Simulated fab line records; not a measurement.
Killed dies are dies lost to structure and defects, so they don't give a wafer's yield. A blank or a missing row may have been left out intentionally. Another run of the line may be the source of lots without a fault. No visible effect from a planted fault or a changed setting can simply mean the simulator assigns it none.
Struck lot and sound lot, side by side ; flow berkeleyCmos170 ; 32 steps out of a route of 331
Sound: wafers L602.1, L602.4, L602.6. Struck: wafers L614.3, L614.5, L614.6. The cause comes at the end.
At each step with rows: each side's tool, then ch and its chambers, then its first start. Under that, the readings that differ: sound wafers ; struck wafers ; difference of the means ; sigmas: that difference in standard deviations of wafers without a fault.
alike: readings whose means differ by less than 2 such deviations, and words and numbers that are the same on both sides. not compared: withheld readings, readings that some wafer has no value for, bounds like >300 that may hide the same value, and numbers for which the record gives no deviation and whose values overlap.
The two part at a step that has a row with sigmas, a row that says differs or no value, or rows on one side only. Numbers that have no deviation but don't overlap get no sigmas and don't part them. Lack of a reading on every wafer of one side parts them only where that side has two or more wafers.

first, 6 steps without rows for these wafers: UCB170_V2_HMDS_06 (prime time 60 s); UCB170_V2_COAT_07 (resist thk 900 nm); UCB170_V2_SOFTBAKE_08 (time 60 s); UCB170_V2_EXPOSE_09 (exposes mask VIA2, target cd 700 nm); UCB170_V2_PEB_10; UCB170_V2_DEVELOP_11 (develop time 45 s).
UCB170_V2_CD_MEAS_12: the cd target is 700 nm.
  sound: cdSem-01 at day 9 01:36; struck: cdSem-01 at day 11 19:13
  alike: cdNm
UCB170_V2_OVL_MEAS_13:
  sound: overlay-01 at day 9 01:43; struck: overlay-01 at day 11 19:19
  alike: V2_OVL
UCB170_V2_ETCH_14: etches SiO2 in CHF3/CF4/Ar, stops on Al, target depth 1250 nm, time 291 s.
  sound on rieDiel-01 ch 0,3, day 9 01:46; struck on rieDiel-02 ch 0,1,3, day 11 19:20
  alike: drypumpMotorCurrentA, oesProductAu, throttleValvePct
  not compared: rfHoursCounterH
UCB170_V2_STRIP_15: strips in O2.
  sound on plasmaAsher-02 ch 0,1, day 9 01:56; struck on plasmaAsher-03 ch 0,1, day 11 19:33
  alike: drypumpMotorCurrentA, oesProductAu, stripTimeToEndpointS
  not compared: rfHoursCounterH
UCB170_V2_CD_MEAS_90: the cd target is 700 nm.
  sound: cdSem-01 at day 9 02:02; struck: cdSem-01 at day 11 19:40
  alike: cdNm
then, 1 step without rows for these wafers: UCB170_M3_PRE_CLEAN_00 (preclean etch time 60 s).
UCB170_M3_SPUTTER_01: material Al, target thk 900 nm, time 120 s.
  sound: pvdSputter-02 at day 9 02:13; struck: pvdSputter-04 at day 11 19:48
  alike: throttleValvePct
UCB170_M3_RS_MEAS_02: the measuring method here is four-point-probe.
  sound: filmMetro-04 at day 9 02:19; struck: filmMetro-02 at day 11 19:56
reading;sound;struck;difference;sigmas
M3_AL_RS (ohm/sq);0.0324 0.0324 0.0324;0.0413 0.0408 0.0415;+0.0088;+21
UCB170_M3_THK_MEAS_03: measures by xrf.
  sound: filmMetro-04 at day 9 02:26; struck: filmMetro-02 at day 11 20:02
reading;sound;struck;difference;sigmas
M3_AL_THK (nm);888 889 892;747 751 743;-143;-13
then, 3 steps without rows for these wafers: UCB170_M3_HMDS_04 (prime time 60 s); UCB170_M3_COAT_05 (resist thk 900 nm); UCB170_M3_SOFTBAKE_06 (time 60 s).
UCB170_M3_STRIP_07: strips in O2.
  sound on plasmaAsher-04 ch 0,1, day 9 02:56; struck on plasmaAsher-04 ch 0,1, day 11 20:33
reading;sound;struck;difference;sigmas
stripTimeToEndpointS (s);22.06 22.07 21.98;21.85 21.91 21.92;-0.14;-2
  alike: drypumpMotorCurrentA, oesProductAu
  not compared: rfHoursCounterH
then, 7 steps without rows for these wafers: UCB170_M3_STRIP_08 (strips KrF in DMSO, time 600 s); UCB170_M3_COAT_09; UCB170_M3_COAT_10 (resist thk 900 nm); UCB170_M3_SOFTBAKE_11 (time 60 s); UCB170_M3_EXPOSE_12 (exposes mask METAL3, target cd 700 nm); UCB170_M3_PEB_13; UCB170_M3_DEVELOP_14 (develop time 45 s).
UCB170_M3_CD_MEAS_15: the cd target is 700 nm.
  sound: cdSem-01 at day 9 04:03; struck: cdSem-01 at day 11 21:41
  alike: cdNm
UCB170_M3_OVL_MEAS_16:
  sound: overlay-02 at day 9 04:10; struck: overlay-02 at day 11 21:47
  alike: M3_OVL
UCB170_M3_ETCH_17: etches BARC in N2/H2.
  sound on rieDiel-03 ch 0,2,3, day 9 04:13; struck on rieDiel-01 ch 2,3, day 11 21:49
  alike: drypumpMotorCurrentA, h2FlowSccm, oesProductAu, throttleValvePct
UCB170_M3_METAL_ETCH_18: etches Al in Cl2/BCl3, stops on SiO2, target depth 1170 nm, time 195 s.
  sound on rieMetal-04 ch 0,1, day 9 04:15; struck on rieMetal-02 ch 0,1, day 11 21:55
reading;sound;struck;difference;sigmas
oesProductAu (a.u.);0.876 0.872 0.871;0.783 0.773 0.778;-0.095;-8
  alike: drypumpMotorCurrentA, mfcCl2Sccm, throttleValvePct
  not compared: rfHoursCounterH
UCB170_M3_STRIP_19: strips in O2.
  sound on plasmaAsher-01 ch 0,1, day 9 04:26; struck on plasmaAsher-04 ch 0,1, day 11 22:04
  alike: drypumpMotorCurrentA, oesProductAu
  not compared: rfHoursCounterH
UCB170_M3_PROBE_99:
  record: rows for the struck wafers here (prober-01, day 11 22:29), none for the sound ones

WHERE THEY PART
Last at UCB170_M3_PROBE_99 as far as this record goes, first at UCB170_M3_RS_MEAS_02.

WHY: what had been put in by the simulator
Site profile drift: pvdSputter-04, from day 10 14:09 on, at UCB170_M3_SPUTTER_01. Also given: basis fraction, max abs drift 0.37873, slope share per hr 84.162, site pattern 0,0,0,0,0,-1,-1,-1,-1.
